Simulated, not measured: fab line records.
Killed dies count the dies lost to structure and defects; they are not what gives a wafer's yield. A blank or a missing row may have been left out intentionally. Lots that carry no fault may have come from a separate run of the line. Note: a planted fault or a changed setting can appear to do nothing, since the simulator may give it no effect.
A lot that was struck, set against a sound lot || flow rit_cmos || 16 steps out of a route of 202
Sound: the wafers L290.2, L290.4, L290.5. Wafers L307.4, L307.5, L307.6 were the ones struck. At the end, the cause is stated.
Order at every step that has rows: each side's tool, ch and its chambers, its first start. Under that, the readings that differ: sound wafers || struck wafers || difference of the means || sigmas: that difference in standard deviations of wafers without a fault.
alike: readings whose means differ by less than 2 such deviations, and words and numbers that are the same on both sides. not compared: withheld readings, readings that some wafer has no value for, bounds like >300 that may hide the same value, and numbers for which the record gives no deviation and whose values overlap.
The two part at a step that has a row with sigmas, a row that says differs or no value, or rows on one side only. When numbers do not overlap yet have no deviation, they are printed without sigmas and do not part them. Lack of a reading on every wafer of one side parts them only where that side has two or more wafers.

first, 4 steps without rows for these wafers: RIT_PLDD_SOFTBAKE_02 (time 60 s); RIT_PLDD_EXPOSE_03 (exposes mask M8, target cd 40900 nm); RIT_PLDD_PEB_04; RIT_PLDD_DEVELOP_05 (develop time 50 s).
RIT_PLDD_OVL_MEAS_06:
  sound: overlay-02 at day 3 10:23; struck: overlay-02 at day 7 00:59
  alike: PLDD_OVL
then, 2 steps without rows for these wafers: RIT_PLDD_HARDBAKE_07 (time 60 s); RIT_PLDD_IMPLANT_08.
RIT_PLDD_STRIP_09: strips in O2, time 180 s.
  sound on plasma_asher-03 ch 0, day 3 10:43; struck on plasma_asher-03 ch 0,1, day 7 01:31
  alike: drypump_motor_current_A
  not compared: rf_hours_counter_h
RIT_PLDD_TW_MEAS_10:
  sound: film_metro-01 at day 3 10:53; struck: film_metro-01 at day 7 01:39
  alike: PLDD_TW
then, 3 steps without rows for these wafers: RIT_SPACER_CLEAN_00 (cleans in SC1, time 600 s); RIT_SPACER_CLEAN_01 (cleans in dHF, time 30 s); RIT_SPACER_CLEAN_02 (cleans in SC2, time 600 s).
RIT_SPACER_CVD_03: deposits Si3N4 from SiH2Cl2/NH3, target thk 250 nm, time 3300 s.
  sound on lpcvd-01 ch 1, day 3 11:19; struck on lpcvd-01 ch 1, day 7 02:03
{"reading": "spike_tc_centre_C (C)", "sound": "812.7 813.8 812.3", "struck": "856.1 854.9 857.7", "difference": "+43.3", "sigmas": "+27"}
{"reading": "spike_tc_load_C (C)", "sound": "835.4 834.0 835.3", "struck": "879.7 878.0 879.8", "difference": "+44.3", "sigmas": "+40"}
{"reading": "spike_tc_source_C (C)", "sound": "836.9 836.6 838.9", "struck": "882.0 880.7 882.4", "difference": "+44.2", "sigmas": "+22"}
{"reading": "susceptor_temp_C (C)", "sound": "810.1 809.8 809.8", "struck": "855.1 855.3 854.8", "difference": "+45.2", "sigmas": "+99 or more"}
{"reading": "model.Si3N4_of_SPACER_CVD_03.thk_nm (nm)", "sound": "250.1 253 252.4", "struck": "418.6 421 421.4", "difference": "+168.5", "sigmas": ""}
  alike: pressure_mtorr, zone_power_centre_pct, zone_power_source_pct
RIT_SPACER_THK_MEAS_04:
  sound: film_metro-03 at day 3 13:14; struck: film_metro-01 at day 7 04:00
{"reading": "SPACER_NITRIDE_THK (nm)", "sound": "249.9 253.1 252.3", "struck": "418.5 421.0 421.6", "difference": "+168.6", "sigmas": "+67"}
RIT_SPACER_ETCHBACK_05: etches Si3N4 in SF6/CHF3, stops on SiO2, target depth 250 nm, time 240 s.
  sound on rie_diel-04 ch 0,2, day 3 13:17; struck on rie_diel-03 ch 0,2,3, day 7 04:06
{"reading": "oes_product_au (a.u.)", "sound": "0.848 0.866 0.867", "struck": "0.990 0.993 1.002", "difference": "+0.135", "sigmas": "+12"}
{"reading": "model.Si3N4_of_SPACER_CVD_03.thk_nm (nm)", "sound": "195.6 198.3 198.2", "struck": "328 330.5 330.6", "difference": "+132", "sigmas": ""}
{"reading": "model.etch.depth_nm (nm)", "sound": "250.1 253 252.4", "struck": "313.2 310.8 311.5", "difference": "+60.0", "sigmas": ""}
  alike: drypump_motor_current_A, throttle_valve_pct
  not compared: rf_hours_counter_h
RIT_M1_PROBE_99:
  sound: prober-01 at day 4 02:08; struck: prober-01 at day 7 17:55
{"reading": "killed_at_front_end", "sound": "3 11 5", "struck": "264 264 263", "difference": "+257", "sigmas": "+83"}
{"reading": "killed_dies", "sound": "3 11 5", "struck": "264 264 264", "difference": "+258", "sigmas": "+81"}
{"reading": "killed_on_rim", "sound": "1 2 1", "struck": "70 70 70", "difference": "+69", "sigmas": "+49"}
  alike: killed_at_contacts, killed_open, killed_short

== WHERE THEY PART ==
First at RIT_SPACER_CVD_03; last, within this record, at RIT_M1_PROBE_99.

WHY: whatever the simulator had introduced
lpcvd-01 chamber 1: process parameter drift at RIT_SPACER_CVD_03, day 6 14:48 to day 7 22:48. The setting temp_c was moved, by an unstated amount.
